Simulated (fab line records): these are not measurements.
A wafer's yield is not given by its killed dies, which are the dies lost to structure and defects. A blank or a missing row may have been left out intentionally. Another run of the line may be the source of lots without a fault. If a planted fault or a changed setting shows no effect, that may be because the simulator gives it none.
Problem report in the 8D (eight disciplines) form, filled by code || flow berkeley cmos170 || the parts of the form that need people (team, actions taken, sign-off) are left out

## 1. WHAT WENT WRONG
Wafers without a fault read 698.3 W with a standard deviation of 2.3, while rf fwd power W at UCB170_V2_ETCH_14 averages 784.0 W across 2 wafers of 1 lot. Measured from the usual mean, that is +37 standard deviations.
The step: etches SiO2 in CHF3/CF4/Ar, stops on Al, target depth 1250 nm, time 291 s.
The first sign was on wafer L150.2 at day 11 22:55, on rie diel-01. At this step, 39 wafers from 13 lots have a number in the record. Rule for "out" (also "out of limits"): further than 4 standard deviations from the usual mean. The other wafers with a number count as sound.

## 2. WHAT IT IS AND WHAT IT IS NOT
{"question": "which readings at this step", "is": "rf fwd power W", "is not": "cf4 flow sccm, drypump motor current A, oes product au, throttle valve pct"}
{"question": "which lots", "is": "L150", "is not": "L139, L141, L142, L144, L146, L147, L148, L154, L156, L157, L159, L161"}
{"question": "which wafers of those lots", "is": "L150.2, L150.6", "is not": "L150.5"}
{"question": "read on which tools", "is": "rie diel-01", "is not": "rie diel-03, rie diel-04"}
{"question": "when", "is": "from day 11 22:55", "is not": "up to then (22 sound wafers); but 15 sound wafers of L154, L156, L157, L159, L161 came after"}

## 3. SUSPECTS, AND WHAT RULES EACH OUT
Counting: any tool at a process step up to the reading remains a suspect provided it ran every lot that is out. Sound lots after the first of them don't rule it out here, since some wafers of a struck lot are sound.
- rie diel-01 at UCB170_V2_ETCH_14 (etches SiO2 in CHF3/CF4/Ar, stops on Al, target depth 1250 nm, time 291 s): kept. It ran the lot that is out, L150 (day 11 22:55); its last sound lot up to then is L147 (day 11 09:43). On those wafers its own readings are out: rf fwd power W.
- The sound lot-mates ran in chamber 1 of rie diel-01 at UCB170_V2_ETCH_14, but the wafers that are out ran in chamber 2.
Left after counting: rie diel-01 at UCB170_V2_ETCH_14.

## 4. THE CAUSE (what the simulator had put in)
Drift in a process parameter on rie diel-01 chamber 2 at UCB170_V2_ETCH_14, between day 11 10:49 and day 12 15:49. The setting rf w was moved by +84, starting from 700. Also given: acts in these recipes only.
Only this tool survived the counting.

## 5. THE EFFECT CHAIN, in route order
Each row: a reading whose mean over the struck wafers that have a number lies more than 3 standard deviations from the usual. Only readings for which the record gives a usual standard deviation are gone through. hours: the time from each lot's start at the first step in this table that gives one to its start at this step, as a median over the lots. sigmas: the change in usual standard deviations.
{"hours": 0, "step": "UCB170_V2_ETCH_14", "reading": "rf fwd power W", "usual": "698.3 W", "on struck wafers": 784.0, "change": "+85.7", "sigmas": "+37"}
{"hours": 0, "step": "UCB170_V2_STRIP_15", "reading": "strip time to endpoint s", "usual": "15.31 s", "on struck wafers": 14.88, "change": -0.43, "sigmas": -4.5}
It contains these process steps:
- UCB170_V2_ETCH_14: etches SiO2 in CHF3/CF4/Ar, stops on Al, target depth 1250 nm, time 291 s.
- UCB170_V2_STRIP_15: strips in O2.
Later steps that measure or inspect, where all struck wafers having a row at the step show a number for every such reading and not one has moved that far: UCB170_M3_THK_MEAS_03.

## 6. WHAT WOULD HAVE CAUGHT IT SOONER
In this record the first reading out of limits was taken at day 11 22:55, 12 hours after the fault began at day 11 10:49.
